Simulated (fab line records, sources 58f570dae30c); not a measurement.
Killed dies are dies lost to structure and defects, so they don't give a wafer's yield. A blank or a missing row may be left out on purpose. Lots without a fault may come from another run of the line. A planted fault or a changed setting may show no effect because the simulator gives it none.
Split-lot experiment | flow berkeley_cmos170 | 5 lots, 23 wafers read, on a route of 331 steps

THE SPLIT
At UCB170_CONTACT_COAT_04 (resist thk 900 nm), the setting spin_rpm was moved away from the recipe's 1500 rpm on 11 of the 23 wafers read, by -6.3% to +7.3%. The other wafers ran this setting at the recipe's value.

The reading is taken at the split's own step.

THE READING
KrF_of_CONTACT_COAT_04.thk_nm (the simulator's own value, which no gauge read), in nm, at UCB170_CONTACT_COAT_04 (resist thk 900 nm). The file gives no usual value for it. The 12 wafers here that ran the recipe average 899.2 nm, standard deviation 2.7 nm.

wafer  | tool, chamber at the split | spin_rpm as run, rpm | against the recipe | KrF_of_CONTACT_COAT_04.thk_nm, nm | against lot-mates on the recipe
L075.1 | litho_track-02, 0          | 1468                 | -2.1%              | 912                               | +9.6
L075.2 | litho_track-02, 0          | 1468                 | -2.1%              | 912.1                             | +9.7
L075.3 | litho_track-02, 0          | 1500                 | recipe             | 901.6                             | -
L075.4 | litho_track-02, 0          | 1500                 | recipe             | 903.2                             | -
L075.6 | litho_track-02, 0          | 1468                 | -2.1%              | 911.3                             | +8.9
L076.1 | litho_track-03, 0          | 1500                 | recipe             | 899.1                             | -
L076.3 | litho_track-03, 0          | 1500                 | recipe             | 898.1                             | -
L076.4 | litho_track-03, 0          | 1500                 | recipe             | 895.4                             | -
L082.1 | litho_track-03, 0          | 1500                 | recipe             | 898.3                             | -
L082.3 | litho_track-03, 0          | 1500                 | recipe             | 897.9                             | -
L082.4 | litho_track-03, 0          | 1405                 | -6.3%              | 927.2                             | +29.1
L082.5 | litho_track-03, 0          | 1405                 | -6.3%              | 926.8                             | +28.7
L082.6 | litho_track-03, 0          | 1405                 | -6.3%              | 928.8                             | +30.7
L083.1 | litho_track-02, 0          | 1438                 | -4.1%              | 924.1                             | +21.6
L083.2 | litho_track-02, 0          | 1500                 | recipe             | 903.2                             | -
L083.3 | litho_track-02, 0          | 1438                 | -4.1%              | 920.5                             | +18.0
L083.5 | litho_track-02, 0          | 1438                 | -4.1%              | 923.8                             | +21.2
L083.6 | litho_track-02, 0          | 1500                 | recipe             | 901.9                             | -
L085.1 | litho_track-03, 0          | 1500                 | recipe             | 896.8                             | -
L085.2 | litho_track-03, 0          | 1500                 | recipe             | 899.8                             | -
L085.3 | litho_track-03, 0          | 1609                 | +7.3%              | 865.1                             | -32.2
L085.4 | litho_track-03, 0          | 1609                 | +7.3%              | 866.4                             | -30.9
L085.5 | litho_track-03, 0          | 1500                 | recipe             | 895.3                             | -

THE FIT
A straight line over all 23 wafers: KrF_of_CONTACT_COAT_04.thk_nm changes by -4.75 nm for each +1% of spin_rpm; r = -0.99; the points scatter about the line by 2.8 nm.
The same after taking each lot's own level away (the mean of its wafers on the recipe; 23 wafers): -4.54 nm for each +1%; r = -1.00; scatter 1.4 nm.
On that fit, the largest move of spin_rpm shifts the reading by 33 nm.
The lots' own levels span 897.30 to 902.55 nm, that is 2.0 times the standard deviation above.
So the lot-to-lot level changes the slope little: the two slopes agree.
Check: with one of the wafers moved furthest among these (+7.3%) left out of the fit, the line predicts -32.8 nm for it against its lot-mates. It came out at -32.2 nm against them.

THE WHOLE CHAIN: every reading that the file lists as answering this split, in the file's order
step                    | what it does      | reading                                                                        | change (the file's fit)              | r (the file's)
UCB170_CONTACT_COAT_04  | resist thk 900 nm | KrF_of_CONTACT_COAT_04.thk_nm (the simulator's own value, which no gauge read) | -4.54 nm for each +1% of the setting | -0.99
UCB170_CONTACT_STRIP_06 | strips in O2      | strip_time_to_endpoint_s                                                       | withheld for each +1% of the setting | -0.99

THE FILE'S OWN FIT
KrF_of_CONTACT_COAT_04.thk_nm changes by -4.54 nm for each +1% of spin_rpm, r = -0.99.
